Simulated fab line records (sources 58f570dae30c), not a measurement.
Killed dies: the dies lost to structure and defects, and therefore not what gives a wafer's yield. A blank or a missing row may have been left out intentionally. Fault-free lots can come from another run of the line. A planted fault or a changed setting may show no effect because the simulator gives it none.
Split-lot study :: flow berkeley-cmos170 :: 23 wafers read from 5 lots, route of 331 steps

== THE SPLIT ==
At UCB170_SCREENOX_OXIDATION_01 (target thk 14.4 nm, ox time 2400 s), the setting ox-time-s was moved away from the recipe's 2400 s on 20 of the 23 wafers read, by -5.6% to +8.9%. This setting was run at the recipe's value on the other wafers.

There is no step in the file separating the split from the reading.

== THE READING ==
SCREENOX_OXIDE_THK at UCB170_SCREENOX_THK_MEAS_02, in nm. A value of 14.34 nm with a standard deviation of 0.21 nm is what fault-free wafers of this fab line usually give.

wafer: L076.1
tool, chamber at the split: -, -
ox-time-s as run, s: 2614
against the recipe: +8.9%
SCREENOX_OXIDE_THK, nm: 15.03
against lot-mates on the recipe: no lot-mate on the recipe

wafer: L076.3
tool, chamber at the split: -, -
ox-time-s as run, s: 2614
against the recipe: +8.9%
SCREENOX_OXIDE_THK, nm: 15.35
against lot-mates on the recipe: no lot-mate on the recipe

wafer: L076.4
tool, chamber at the split: -, -
ox-time-s as run, s: 2614
against the recipe: +8.9%
SCREENOX_OXIDE_THK, nm: 14.94
against lot-mates on the recipe: no lot-mate on the recipe

wafer: L076.5
tool, chamber at the split: -, -
ox-time-s as run, s: 2614
against the recipe: +8.9%
SCREENOX_OXIDE_THK, nm: 15.26
against lot-mates on the recipe: no lot-mate on the recipe

wafer: L076.6
tool, chamber at the split: -, -
ox-time-s as run, s: 2614
against the recipe: +8.9%
SCREENOX_OXIDE_THK, nm: 14.94
against lot-mates on the recipe: no lot-mate on the recipe

wafer: L077.1
tool, chamber at the split: -, -
ox-time-s as run, s: 2266
against the recipe: -5.6%
SCREENOX_OXIDE_THK, nm: 13.64
against lot-mates on the recipe: no lot-mate on the recipe

wafer: L077.2
tool, chamber at the split: -, -
ox-time-s as run, s: 2266
against the recipe: -5.6%
SCREENOX_OXIDE_THK, nm: 13.90
against lot-mates on the recipe: no lot-mate on the recipe

wafer: L077.3
tool, chamber at the split: -, -
ox-time-s as run, s: 2266
against the recipe: -5.6%
SCREENOX_OXIDE_THK, nm: 13.67
against lot-mates on the recipe: no lot-mate on the recipe

wafer: L077.4
tool, chamber at the split: -, -
ox-time-s as run, s: 2266
against the recipe: -5.6%
SCREENOX_OXIDE_THK, nm: 13.81
against lot-mates on the recipe: no lot-mate on the recipe

wafer: L077.6
tool, chamber at the split: -, -
ox-time-s as run, s: 2266
against the recipe: -5.6%
SCREENOX_OXIDE_THK, nm: 13.53
against lot-mates on the recipe: no lot-mate on the recipe

wafer: L079.2
tool, chamber at the split: -, -
ox-time-s as run, s: 2277
against the recipe: -5.1%
SCREENOX_OXIDE_THK, nm: 13.70
against lot-mates on the recipe: no lot-mate on the recipe

wafer: L079.3
tool, chamber at the split: -, -
ox-time-s as run, s: 2277
against the recipe: -5.1%
SCREENOX_OXIDE_THK, nm: 13.88
against lot-mates on the recipe: no lot-mate on the recipe

wafer: L079.4
tool, chamber at the split: -, -
ox-time-s as run, s: 2277
against the recipe: -5.1%
SCREENOX_OXIDE_THK, nm: 13.83
against lot-mates on the recipe: no lot-mate on the recipe

wafer: L079.5
tool, chamber at the split: -, -
ox-time-s as run, s: 2277
against the recipe: -5.1%
SCREENOX_OXIDE_THK, nm: 13.75
against lot-mates on the recipe: no lot-mate on the recipe

wafer: L079.6
tool, chamber at the split: -, -
ox-time-s as run, s: 2277
against the recipe: -5.1%
SCREENOX_OXIDE_THK, nm: 13.92
against lot-mates on the recipe: no lot-mate on the recipe

wafer: L082.2
tool, chamber at the split: furnace-04, 0
ox-time-s as run, s: 2400
against the recipe: recipe
SCREENOX_OXIDE_THK, nm: 14.02
against lot-mates on the recipe: -

wafer: L082.3
tool, chamber at the split: furnace-04, 0
ox-time-s as run, s: 2400
against the recipe: recipe
SCREENOX_OXIDE_THK, nm: 14.14
against lot-mates on the recipe: -

wafer: L082.6
tool, chamber at the split: furnace-04, 0
ox-time-s as run, s: 2400
against the recipe: recipe
SCREENOX_OXIDE_THK, nm: 14.30
against lot-mates on the recipe: -

wafer: L084.1
tool, chamber at the split: -, -
ox-time-s as run, s: 2519
against the recipe: +5.0%
SCREENOX_OXIDE_THK, nm: 15.12
against lot-mates on the recipe: no lot-mate on the recipe

wafer: L084.3
tool, chamber at the split: -, -
ox-time-s as run, s: 2519
against the recipe: +5.0%
SCREENOX_OXIDE_THK, nm: 14.90
against lot-mates on the recipe: no lot-mate on the recipe

wafer: L084.4
tool, chamber at the split: -, -
ox-time-s as run, s: 2519
against the recipe: +5.0%
SCREENOX_OXIDE_THK, nm: 14.89
against lot-mates on the recipe: no lot-mate on the recipe

wafer: L084.5
tool, chamber at the split: -, -
ox-time-s as run, s: 2519
against the recipe: +5.0%
SCREENOX_OXIDE_THK, nm: 14.71
against lot-mates on the recipe: no lot-mate on the recipe

wafer: L084.6
tool, chamber at the split: -, -
ox-time-s as run, s: 2519
against the recipe: +5.0%
SCREENOX_OXIDE_THK, nm: 14.93
against lot-mates on the recipe: no lot-mate on the recipe

FIT RESULTS
A straight line over all 23 wafers: SCREENOX_OXIDE_THK changes by +0.0991 nm for each +1% of ox-time-s; r = +0.97; the points scatter about the line by 0.16 nm.
Too few moved wafers have a lot-mate on the recipe to fit a line with each lot's own level taken away.

== THE WHOLE CHAIN: every reading that the file lists as answering this split, in the file's order ==
step: UCB170_SCREENOX_OXIDATION_01
what it does: target thk 14.4 nm, ox time 2400 s
reading: SiO2_of_SCREENOX_OXIDATION_01.thk-nm (the simulator's own value, which no gauge read)
change (the file's fit): +0.101 nm for each +1% of the setting
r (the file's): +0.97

step: UCB170_SCREENOX_THK_MEAS_02
what it does: 
reading: SCREENOX_OXIDE_THK
change (the file's fit): +0.0991 for each +1% of the setting
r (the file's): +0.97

== FILE'S OWN FIT ==
SCREENOX_OXIDE_THK changes by +0.0991 nm for each +1% of ox-time-s, r = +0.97.
